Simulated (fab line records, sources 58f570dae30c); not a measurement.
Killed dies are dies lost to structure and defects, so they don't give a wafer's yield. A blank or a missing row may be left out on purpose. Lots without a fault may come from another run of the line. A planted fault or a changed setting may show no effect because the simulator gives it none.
Which tool did it? | flow berkeley_cmos170 | 7 lots, 21 wafers sampled, at 2 steps of a route of 331

WHAT THE GAUGES READ, wafer by wafer
UCB170_SPACER_THK_MEAS_01.
lot  | measured     | on            | SPACER_TEOS_THK (nm)
L536 | day 7 20:23  | film_metro-02 | 378 377 386
L538 | day 8 06:44  | film_metro-04 | 378 383 383
L541 | day 8 23:06  | film_metro-03 | 376 377 380
L543 | day 9 18:44  | film_metro-03 | 371 380 379
L545 | day 10 14:25 | film_metro-04 | 379 381 384
L549 | day 11 20:04 | film_metro-03 | 381 256 383
L556 | day 13 12:22 | film_metro-02 | 381 377 384

WHICH TOOL RAN EACH LOT (tool, then ch and the chambers of the sampled wafers, then the start)
lot  | UCB170_SPACER_CVD_00
L536 | pecvd-01 ch 0,1,2, day 7 20:20
L538 | pecvd-01 ch 1,2, day 8 06:41
L541 | pecvd-03 ch 0,1,2, day 8 23:04
L543 | pecvd-03 ch 0,2, day 9 18:42
L545 | pecvd-03 ch 0,1,2, day 10 14:22
L549 | pecvd-03 ch 0,1,2, day 11 20:01
L556 | pecvd-01 ch 0,1,2, day 13 12:19
- UCB170_SPACER_CVD_00: deposits SiO2 from TEOS/O2, target thk 376 nm, time 47 s.

THE ANSWER, worked out from the rows above alone
Rule: what is usual is taken from the lots themselves. Put in order of their means at a reading, lots are off if they are a third of the lots or fewer, leave a main group of 4 or more, and stand apart from it by a gap of 3 or more times the standard deviation of the main group's means; of several such gaps the widest counts. A main group whose means are all the same, to the digits that the tables above print for the reading, isn't used. A lot without any number at a reading at which 4 lots or more have one is off too. The other lots that the step has rows for count as sound.
Off: L549, at UCB170_SPACER_THK_MEAS_01 (SPACER_TEOS_THK). The main group: mean 380 nm, standard deviation 1.8.
A tool fits if, at a process step before that reading, it ran every lot that is off, and no sound lot after the first of them. The gauges at UCB170_SPACER_THK_MEAS_01 are tried like those tools. Can't be told from this: 2 tools fit, pecvd-03 at UCB170_SPACER_CVD_00, film_metro-03 at UCB170_SPACER_THK_MEAS_01.

WHAT THE SIMULATOR HAD PUT IN
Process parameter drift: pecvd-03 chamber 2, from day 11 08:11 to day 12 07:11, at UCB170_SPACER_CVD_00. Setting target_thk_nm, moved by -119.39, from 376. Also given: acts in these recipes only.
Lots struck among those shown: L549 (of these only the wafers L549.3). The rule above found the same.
